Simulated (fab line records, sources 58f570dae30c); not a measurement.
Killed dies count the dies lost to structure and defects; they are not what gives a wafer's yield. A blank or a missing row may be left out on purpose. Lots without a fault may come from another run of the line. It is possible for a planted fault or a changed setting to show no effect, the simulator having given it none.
Which tool is to blame? | flow berkeleyCmos170 | 7 lots with 21 wafers sampled at 2 steps, on a route of 331 steps

== WHAT EACH GAUGE READ, for each wafer ==
UCB170_ACTIVE_THK_MEAS_06.
lot  | measured    | on           | ACTIVE_NITRIDE_THK (nm)
L525 | day 4 11:17 | filmMetro-04 | 220.3 219.9 220.3
L526 | day 5 04:11 | filmMetro-04 | 220.3 222.4 221.6
L529 | day 5 12:50 | filmMetro-02 | 221.8 221.2 221.1
L531 | day 5 23:30 | filmMetro-04 | 219.2 219.2 217.4
L541 | day 8 00:40 | filmMetro-01 | 219.0 218.2 218.4
L542 | day 8 00:40 | filmMetro-04 | 221.2 221.4 221.8
L545 | day 9 00:06 | filmMetro-04 | 222.8 219.4 219.1

== TOOL THAT RAN EACH LOT (tool first, then ch and the chambers of the sampled wafers, then the start) ==
lot  | UCB170_PWELL_ETCH_14
L525 | rieDiel-01 ch 1,2,3, day 3 11:03
L526 | rieDiel-04 ch 0,1,2, day 3 18:31
L529 | rieDiel-04 ch 0,1,2, day 4 04:59
L531 | rieDiel-01 ch 0,1, day 4 16:34
L541 | rieDiel-03 ch 0,2,3, day 6 16:38
L542 | rieDiel-03 ch 0,2,3, day 6 22:09
L545 | rieDiel-01 ch 0,2,3, day 7 20:10
- UCB170_PWELL_ETCH_14: etches Si3N4 in CH3F/Ar/O2, stops on SiO2, target depth 242 nm, time 151 s.

== THE ANSWER, worked out from the rows above alone ==
Rule: the usual values come from the lots themselves. The widest of any qualifying gaps counts: lots, ordered by their means at a reading, are off when they make up no more than a third of the lots, leave a main group of 4 or more, and stand apart from it by 3 or more times the standard deviation of that group's means. A main group whose means are all the same, to the digits that the tables above print for the reading, isn't used. Also off: a lot with no number at a reading for which 4 or more lots have one. All remaining lots with rows at the step are treated as sound.
None of the lots is off at any reading shown; this tells nothing.

== WHAT THE SIMULATOR HAD PUT IN ==
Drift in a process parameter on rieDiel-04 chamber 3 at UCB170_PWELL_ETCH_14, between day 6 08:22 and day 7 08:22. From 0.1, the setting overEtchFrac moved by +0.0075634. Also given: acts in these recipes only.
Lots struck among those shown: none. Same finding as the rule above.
